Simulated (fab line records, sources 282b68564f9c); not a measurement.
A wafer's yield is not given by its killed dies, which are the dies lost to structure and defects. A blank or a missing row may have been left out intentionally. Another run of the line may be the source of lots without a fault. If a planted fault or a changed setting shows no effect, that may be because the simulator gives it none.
A struck lot beside a sound one ; flow rit cmos ; 19 steps out of a route of 202
Sound: the wafers L359.1, L359.4, L359.5. Wafers L354.1, L354.2, L354.4 were the ones struck. The cause is given at the end.
Order at every step that has rows: each side's tool, ch and its chambers, its first start. Under that, the readings that differ: sound wafers ; struck wafers ; difference of the means ; sigmas: that difference in standard deviations of wafers without a fault.
alike: same words and numbers on both sides, and readings whose means sit less than 2 such deviations apart. not compared: any withheld reading, any reading some wafer has no value for, any bound like >300 that may hide the same value, and any number with overlapping values for which the record gives no deviation.
Wherever a step has rows on one side only, a row that says differs or no value, or a row with sigmas, the two part there. Numbers that don't overlap but have no deviation are shown without sigmas and don't part them. A reading that every wafer of one side lacks parts them only if that side has two wafers or more.

first, 2 steps without rows for these wafers: RIT_NLDD_PEB_04; RIT_NLDD_DEVELOP_05 (develop time 50 s).
RIT_NLDD_OVL_MEAS_06:
  sound on overlay-01, day 6 11:47; struck on overlay-02, day 5 11:05
  alike: NLDD_OVL
then, 2 steps without rows for these wafers: RIT_NLDD_HARDBAKE_07 (time 60 s); RIT_NLDD_IMPLANT_08.
RIT_NLDD_STRIP_09: strips in O2, time 180 s.
  sound on plasma asher-02 ch 0, day 6 12:08; struck on plasma asher-04 ch 0,1, day 5 11:25
  alike: drypump motor current A
  not compared: rf hours counter h
RIT_NLDD_TW_MEAS_10:
  sound on film metro-01, day 6 12:18; struck on film metro-03, day 5 11:35
  alike: NLDD_TW
then, 5 steps without rows for these wafers: RIT_PLDD_HMDS_00 (prime time 60 s); RIT_PLDD_COAT_01 (resist thk 1000 nm); RIT_PLDD_SOFTBAKE_02 (time 60 s); RIT_PLDD_EXPOSE_03 (exposes mask M8, target cd 40900 nm); RIT_PLDD_PEB_04.
RIT_PLDD_DEVELOP_05: develop time 50 s.
  sound on litho track-01 ch 0, day 6 13:00; struck on litho track-02 ch 0, day 5 12:00
RIT_PLDD_OVL_MEAS_06:
  sound on overlay-01, day 6 13:13; struck on overlay-01, day 5 12:38
  alike: PLDD_OVL
then, 2 steps without rows for these wafers: RIT_PLDD_HARDBAKE_07 (time 60 s); RIT_PLDD_IMPLANT_08.
RIT_PLDD_STRIP_09: strips in O2, time 180 s.
  sound on plasma asher-04 ch 0,1, day 6 13:33; struck on plasma asher-04 ch 0,1, day 5 12:58
  alike: drypump motor current A
  not compared: rf hours counter h
RIT_PLDD_TW_MEAS_10:
  sound on film metro-03, day 6 13:43; struck on film metro-02, day 5 13:22
reading;sound;struck;difference;sigmas
PLDD_TW;2358 2364 2358;30 30 30;-2330;-99 or more
  not compared: hold
RIT_M1_PROBE_99:
  sound wafers here have rows in the record (prober-01, day 7 03:11); struck ones have none

== WHERE THEY PART ==
Earliest at RIT_PLDD_TW_MEAS_10; latest, in this record, at RIT_M1_PROBE_99.

WHY: what the simulator had put in
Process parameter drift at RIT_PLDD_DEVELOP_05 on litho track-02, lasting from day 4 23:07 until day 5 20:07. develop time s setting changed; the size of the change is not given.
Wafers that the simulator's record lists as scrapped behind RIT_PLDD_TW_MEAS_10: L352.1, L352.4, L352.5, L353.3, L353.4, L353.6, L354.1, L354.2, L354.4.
